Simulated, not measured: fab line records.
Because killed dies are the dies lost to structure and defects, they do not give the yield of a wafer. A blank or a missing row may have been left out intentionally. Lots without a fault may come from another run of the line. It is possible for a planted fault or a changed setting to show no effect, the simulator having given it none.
Chamber matching :: flow rit_cmos :: RIT_GATE_ETCH_19 on rie_si-01: 4 sister chambers
The step etches poly-Si in SF6/CHF3/O2, stops on SiO2, time 165 s, target depth 312.5 nm. 18 wafers are shown with their chamber, then 9 later ones without.

WAFERS PAIRED WITH THEIR CHAMBERS
wafer: L661.2
chamber: 1
throttle_valve_pct (%): 10.54
drypump_motor_current_A (A): 6.16
oes_product_au (a.u.): 0.838

wafer: L661.4
chamber: 3
throttle_valve_pct (%): 10.27
drypump_motor_current_A (A): 5.59
oes_product_au (a.u.): 0.847

wafer: L661.5
chamber: 0
throttle_valve_pct (%): 10.15
drypump_motor_current_A (A): 5.79
oes_product_au (a.u.): 0.856

wafer: L663.3
chamber: 3
throttle_valve_pct (%): 10.27
drypump_motor_current_A (A): 5.61
oes_product_au (a.u.): 0.861

wafer: L663.4
chamber: 2
throttle_valve_pct (%): 9.96
drypump_motor_current_A (A): 5.41
oes_product_au (a.u.): 0.873

wafer: L663.6
chamber: 3
throttle_valve_pct (%): 10.28
drypump_motor_current_A (A): 5.60
oes_product_au (a.u.): 0.856

wafer: L664.1
chamber: 3
throttle_valve_pct (%): 10.28
drypump_motor_current_A (A): 5.58
oes_product_au (a.u.): 0.861

wafer: L664.4
chamber: 2
throttle_valve_pct (%): 9.97
drypump_motor_current_A (A): 5.46
oes_product_au (a.u.): 0.867

wafer: L664.5
chamber: 1
throttle_valve_pct (%): 10.54
drypump_motor_current_A (A): 6.13
oes_product_au (a.u.): 0.850

wafer: L665.2
chamber: 3
throttle_valve_pct (%): 10.28
drypump_motor_current_A (A): 5.60
oes_product_au (a.u.): 0.855

wafer: L665.3
chamber: 0
throttle_valve_pct (%): 10.13
drypump_motor_current_A (A): 5.79
oes_product_au (a.u.): 0.843

wafer: L665.5
chamber: 3
throttle_valve_pct (%): 10.27
drypump_motor_current_A (A): 5.59
oes_product_au (a.u.): 0.862

wafer: L667.2
chamber: 1
throttle_valve_pct (%): 10.53
drypump_motor_current_A (A): 6.15
oes_product_au (a.u.): 0.846

wafer: L667.5
chamber: 3
throttle_valve_pct (%): 10.27
drypump_motor_current_A (A): 5.58
oes_product_au (a.u.): 0.846

wafer: L667.6
chamber: 2
throttle_valve_pct (%): 9.98
drypump_motor_current_A (A): 5.43
oes_product_au (a.u.): 0.862

wafer: L669.1
chamber: 3
throttle_valve_pct (%): 10.28
drypump_motor_current_A (A): 5.58
oes_product_au (a.u.): 0.862

wafer: L669.2
chamber: 1
throttle_valve_pct (%): 10.52
drypump_motor_current_A (A): 6.13
oes_product_au (a.u.): 0.859

wafer: L669.4
chamber: 2
throttle_valve_pct (%): 9.97
drypump_motor_current_A (A): 5.44
oes_product_au (a.u.): 0.868

SIGNATURES (averages over the wafers above)
reading: throttle_valve_pct
chamber 0: 10.1400
chamber 1: 10.5325
chamber 2: 9.9700
chamber 3: 10.2750
scatter within a chamber: 0.00791

reading: drypump_motor_current_A
chamber 0: 5.7900
chamber 1: 6.1425
chamber 2: 5.4350
chamber 3: 5.5912
scatter within a chamber: 0.0143

reading: oes_product_au
chamber 0: 0.84950
chamber 1: 0.84825
chamber 2: 0.86750
chamber 3: 0.85625
scatter within a chamber: 0.00696
Rule: for a wafer and a chamber, the distance is found by dividing, reading by reading, the gap between the wafer's reading and the chamber's mean by the reading's scatter, squaring, summing and taking the root. The wafer belongs to the nearest chamber; if the next one is less than 2 further off, it can't be placed. The scatter is the square root of a quotient: the sum, over the shown wafers, of each reading's squared deviation from its chamber's mean, divided by wafers minus chambers.

WAFERS MISSING THEIR CHAMBER
wafer: L677.1
throttle_valve_pct (%): 10.27
drypump_motor_current_A (A): 5.61
oes_product_au (a.u.): 0.852

wafer: L677.4
throttle_valve_pct (%): 10.14
drypump_motor_current_A (A): 5.81
oes_product_au (a.u.): 0.838

wafer: L677.6
throttle_valve_pct (%): 10.29
drypump_motor_current_A (A): 5.62
oes_product_au (a.u.): 0.852

wafer: L681.3
throttle_valve_pct (%): 10.29
drypump_motor_current_A (A): 5.59
oes_product_au (a.u.): 0.844

wafer: L681.4
throttle_valve_pct (%): 10.00
drypump_motor_current_A (A): 5.42
oes_product_au (a.u.): 0.858

wafer: L681.6
throttle_valve_pct (%): 10.29
drypump_motor_current_A (A): 5.58
oes_product_au (a.u.): 0.850

wafer: L683.2
throttle_valve_pct (%): 10.13
drypump_motor_current_A (A): 5.78
oes_product_au (a.u.): 0.848

wafer: L683.5
throttle_valve_pct (%): 10.15
drypump_motor_current_A (A): 5.78
oes_product_au (a.u.): 0.846

wafer: L683.6
throttle_valve_pct (%): 10.52
drypump_motor_current_A (A): 6.14
oes_product_au (a.u.): 0.837

EACH ONE'S CHAMBER
wafer: L677.1
from the rows above: 3
in truth: 3

wafer: L677.4
from the rows above: 0
in truth: 0

wafer: L677.6
from the rows above: 3
in truth: 3

wafer: L681.3
from the rows above: 3
in truth: 3

wafer: L681.4
from the rows above: 2
in truth: 2

wafer: L681.6
from the rows above: 3
in truth: 3

wafer: L683.2
from the rows above: 0
in truth: 0

wafer: L683.5
from the rows above: 0
in truth: 0

wafer: L683.6
from the rows above: 1
in truth: 1
Correctly placed: 9 of 9. Can't be placed from these rows: 0. Wrongly placed: 0.
